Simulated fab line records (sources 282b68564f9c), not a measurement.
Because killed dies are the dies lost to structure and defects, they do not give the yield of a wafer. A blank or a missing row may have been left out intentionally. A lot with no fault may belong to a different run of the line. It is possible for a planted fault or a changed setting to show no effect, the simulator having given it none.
Which tool did it? | flow rit-cmos | 13 lots, 39 wafers sampled, at 6 steps of a route of 202

WHAT THE GAUGES SHOWED, per wafer
RIT_ACTIVE_CD_MEAS_90: the cd target is 1400 nm. Usual: cd-nm reads 1400.6 nm (standard deviation 1.9).
lot  | measured    | on        | cd-nm (nm)           | flag
L238 | day 1 15:11 | cd-sem-01 | 1399.9 1401.2 1402.2 |
L239 | day 1 20:01 | cd-sem-01 | 1400.4 1399.0 1399.1 |
L240 | day 2 01:02 | cd-sem-02 | 1400.6 1401.8 1402.4 |
L241 | day 2 06:22 | cd-sem-01 | 1399.3 1398.0 1399.0 |
L242 | day 2 15:04 | cd-sem-01 | 1398.4 1398.7 1398.2 |
L243 | day 2 17:53 | cd-sem-02 | 1401.6 1401.3 1400.6 |
L244 | day 2 22:17 | cd-sem-02 | 1401.4 1403.1 1401.1 |
L245 | day 3 03:19 | cd-sem-02 | 1405.6 1405.5 1405.1 |
L248 | day 3 17:15 | cd-sem-02 | 1399.6 1399.6 1396.5 |
L258 | day 5 19:02 | cd-sem-02 | 1399.3 1399.3 1400.0 |
L259 | day 6 00:13 | cd-sem-02 | 1399.4 1397.3 1398.9 |
L260 | day 6 05:08 | cd-sem-02 | 1402.4 1405.2 1403.1 |
L261 | day 6 10:01 | cd-sem-02 | 1400.2 1397.6 1400.1 |

RIT_SPACER_THK_MEAS_04. Usual: for SPACER_NITRIDE_THK the level is 249.9 nm and the standard deviation is 2.5.
lot  | measured    | on            | SPACER_NITRIDE_THK (nm) | flag
L238 | day 3 03:34 | film-metro-04 | 248.5 248.2 251.3       |
L239 | day 3 05:19 | film-metro-02 | 249.1 249.0 248.9       |
L240 | day 3 13:23 | film-metro-03 | 252.1 252.1 252.1       |
L241 | day 3 20:00 | film-metro-04 | 251.3 253.7 251.5       |
L242 | day 4 03:07 | film-metro-03 | 249.3 249.1 248.9       |
L243 | day 4 05:09 | film-metro-03 | 246.5 243.7 245.2       |
L244 | day 4 06:19 | film-metro-03 | 252.1 251.2 252.6       |
L245 | day 4 09:50 | film-metro-03 | 250.9 251.6 250.6       |
L248 | day 5 03:50 | film-metro-04 | 223.6 224.1 224.5       | OFF
L258 | day 7 02:42 | film-metro-03 | 246.3 247.8 246.8       |
L259 | day 7 09:07 | film-metro-02 | 252.9 249.6 252.8       |
L260 | day 7 13:43 | film-metro-03 | 250.8 252.0 251.7       |
L261 | day 7 17:19 | film-metro-02 | 252.2 249.3 248.8       |

RIT_NSD_OVL_MEAS_06. Usual: for NSD_OVL the level is -1.5 nm and the standard deviation is 1.4.
lot  | measured    | on         | NSD_OVL (nm)   | flag
L238 | day 3 04:37 | overlay-01 | 0.7 0.0 0.4    |
L239 | day 3 06:23 | overlay-02 | -3.0 -0.1 -1.1 |
L240 | day 3 14:35 | overlay-02 | -3.3 -2.9 -1.9 |
L241 | day 3 21:04 | overlay-02 | -0.6 -2.0 -1.3 |
L242 | day 4 04:10 | overlay-01 | 0.0 0.5 -1.7   |
L243 | day 4 06:20 | overlay-01 | -1.2 -2.5 -1.2 |
L244 | day 4 07:22 | overlay-01 | -0.5 0.6 1.1   |
L245 | day 4 10:59 | overlay-02 | -2.4 -2.0 -0.1 |
L248 | day 5 04:53 | overlay-02 | -2.8 -1.6 -2.9 |
L258 | day 7 03:53 | overlay-02 | -2.8 -3.1 -4.1 |
L259 | day 7 10:17 | overlay-01 | -1.4 -1.1 0.0  |
L260 | day 7 14:54 | overlay-02 | -1.4 -0.6 -1.6 |
L261 | day 7 18:23 | overlay-02 | -1.3 -1.3 -3.2 |

RIT_SDANNEAL_RS_MEAS_04: measures by four-point-probe. Usual: for PSD_RS the level is 115.42 ohm/sq and the standard deviation is 0.27.
lot  | measured    | on            | PSD_RS (ohm/sq)      | flag
L238 | day 3 07:16 | film-metro-01 | 115.06 115.54 115.24 |
L239 | day 3 08:50 | film-metro-01 | 115.17 115.82 115.27 |
L240 | day 3 17:25 | film-metro-01 | 115.42 115.21 115.23 |
L241 | day 3 23:49 | film-metro-01 | 115.64 115.68 115.72 |
L242 | day 4 06:47 | film-metro-01 | 115.42 115.31 115.59 |
L243 | day 4 08:47 | film-metro-04 | 115.31 115.68 115.32 |
L244 | day 4 09:50 | film-metro-02 | 115.60 115.38 115.39 |
L245 | day 4 13:47 | film-metro-02 | 115.52 115.77 116.25 |
L248 | day 5 07:44 | film-metro-02 | 115.41 115.17 115.33 |
L258 | day 7 06:37 | film-metro-04 | 114.92 114.94 115.10 |
L259 | day 7 12:45 | film-metro-01 | 115.37 115.02 115.07 |
L260 | day 7 17:19 | film-metro-01 | 115.44 115.53 115.29 |
L261 | day 7 20:55 | film-metro-02 | 115.57 115.23 115.22 |

WHICH TOOL RAN EACH LOT (tool, then ch and the chambers of the sampled wafers, then the start)
lot  | RIT_SPACER_CVD_03          | RIT_SPACER_ETCHBACK_05
L238 | lpcvd-01 ch 0, day 3 01:38 | rie-diel-01 ch 0,1,2, day 3 03:37
L239 | lpcvd-02 ch 1, day 3 03:23 | rie-diel-03 ch 0,1, day 3 05:22
L240 | lpcvd-02 ch 0, day 3 11:28 | rie-diel-04 ch 0,2, day 3 13:26
L241 | lpcvd-02 ch 1, day 3 18:05 | rie-diel-03 ch 1,2,3, day 3 20:04
L242 | lpcvd-01 ch 0, day 4 01:11 | rie-diel-01 ch 0,1,2, day 4 03:10
L243 | lpcvd-01 ch 1, day 4 03:14 | rie-diel-04 ch 1,2, day 4 05:12
L244 | lpcvd-02 ch 0, day 4 04:23 | rie-diel-03 ch 0,1,3, day 4 06:22
L245 | lpcvd-02 ch 0, day 4 07:53 | rie-diel-04 ch 2,3, day 4 09:52
L248 | lpcvd-01 ch 1, day 5 01:54 | rie-diel-01 ch 0,1,3, day 5 03:53
L258 | lpcvd-02 ch 1, day 7 00:46 | rie-diel-03 ch 0,1,2, day 7 02:45
L259 | lpcvd-02 ch 1, day 7 07:11 | rie-diel-01 ch 0,1,2, day 7 09:09
L260 | lpcvd-01 ch 0, day 7 11:48 | rie-diel-03 ch 0,1,3, day 7 13:47
L261 | lpcvd-02 ch 1, day 7 15:24 | rie-diel-03 ch 0,3, day 7 17:23
- RIT_SPACER_CVD_03: deposits Si3N4 from SiH2Cl2/NH3, target thk 250 nm, time 3300 s.
- RIT_SPACER_ETCHBACK_05: etches Si3N4 in SF6/CHF3, stops on SiO2, target depth 250 nm, time 240 s.

WHAT THE TOOLS THEMSELVES READ (means of the sampled wafers that have a number; where no wafer has one, the mark that the record gives instead)
RIT_SPACER_CVD_03. Usual: zone-power-source-pct reads 19.2 % (standard deviation 1.6).
lot  | tool     | zone-power-source-pct (%) | flag
L238 | lpcvd-01 | 19.6                      |
L239 | lpcvd-02 | 16.1                      |
L240 | lpcvd-02 | 20.6                      |
L241 | lpcvd-02 | 16.2                      |
L242 | lpcvd-01 | 19.4                      |
L243 | lpcvd-01 | 20.5                      |
L244 | lpcvd-02 | 20.2                      |
L245 | lpcvd-02 | 20.0                      |
L248 | lpcvd-01 | 20.4                      |
L258 | lpcvd-02 | 16.0                      |
L259 | lpcvd-02 | 16.0                      |
L260 | lpcvd-01 | 19.7                      |
L261 | lpcvd-02 | 16.1                      |

RIT_SPACER_ETCHBACK_05. Usual: drypump-motor-current-A 5.5 A, standard deviation 0.38; oes-product-au 0.842 a.u., standard deviation 0.013; rf-fwd-power-W 249.2 W, standard deviation 0.85; throttle-valve-pct 10.25 %, standard deviation 0.13.
lot  | tool        | drypump-motor-current-A (A) | oes-product-au (a.u.) | rf-fwd-power-W (W) | throttle-valve-pct (%) | flag
L238 | rie-diel-01 | 5.4                         | 0.852                 | 249.8              | 10.19                  |
L239 | rie-diel-03 | 5.9                         | 0.842                 | 249.7              | 10.40                  |
L240 | rie-diel-04 | 5.1                         | 0.838                 | 249.7              | 10.25                  |
L241 | rie-diel-03 | 5.7                         | 0.853                 | 248.9              | 10.35                  |
L242 | rie-diel-01 | 5.4                         | 0.853                 | 249.5              | 10.19                  |
L243 | rie-diel-04 | 5.6                         | 0.822                 | 248.8              | 10.30                  |
L244 | rie-diel-03 | 5.9                         | 0.842                 | 248.9              | 10.39                  |
L245 | rie-diel-04 | 5.4                         | 0.847                 | 249.5              | 10.13                  |
L248 | rie-diel-01 | 5.3                         | 0.786                 | 249.6              | 10.10                  | OFF
L258 | rie-diel-03 | 5.7                         | 0.836                 | 249.1              | 10.36                  |
L259 | rie-diel-01 | 5.4                         | 0.853                 | 249.6              | 10.18                  |
L260 | rie-diel-03 | 5.9                         | 0.839                 | 249.1              | 10.38                  |
L261 | rie-diel-03 | 6.0                         | 0.826                 | 249.9              | 10.36                  |

THE ANSWER, worked out from the rows above alone
Rule: a lot counts as off when the mean over its wafers that have a number is more than 3 standard deviations away from the usual mean. A lot without any number at a reading at which 4 lots or more have one is off too. All remaining lots with rows at the step are treated as sound. First the gauges in route order, then the tools' own readings, where a lot's mean is used as printed above. At the first step where some lot is off, the reading lying furthest off is the one used; lots without a number count as furthest.
Off: at RIT_SPACER_THK_MEAS_04 (SPACER_NITRIDE_THK), L248.
A tool fits if, at a process step before that reading, it ran every lot that is off, and no sound lot after the first of them. The gauges at RIT_SPACER_THK_MEAS_04 aren't tried: what is off there is off at RIT_SPACER_ETCHBACK_05 too, on other tools, and a gauge's error can't cause that. Not one of the candidates tried fits.

WHAT THE SIMULATOR HAD PUT IN
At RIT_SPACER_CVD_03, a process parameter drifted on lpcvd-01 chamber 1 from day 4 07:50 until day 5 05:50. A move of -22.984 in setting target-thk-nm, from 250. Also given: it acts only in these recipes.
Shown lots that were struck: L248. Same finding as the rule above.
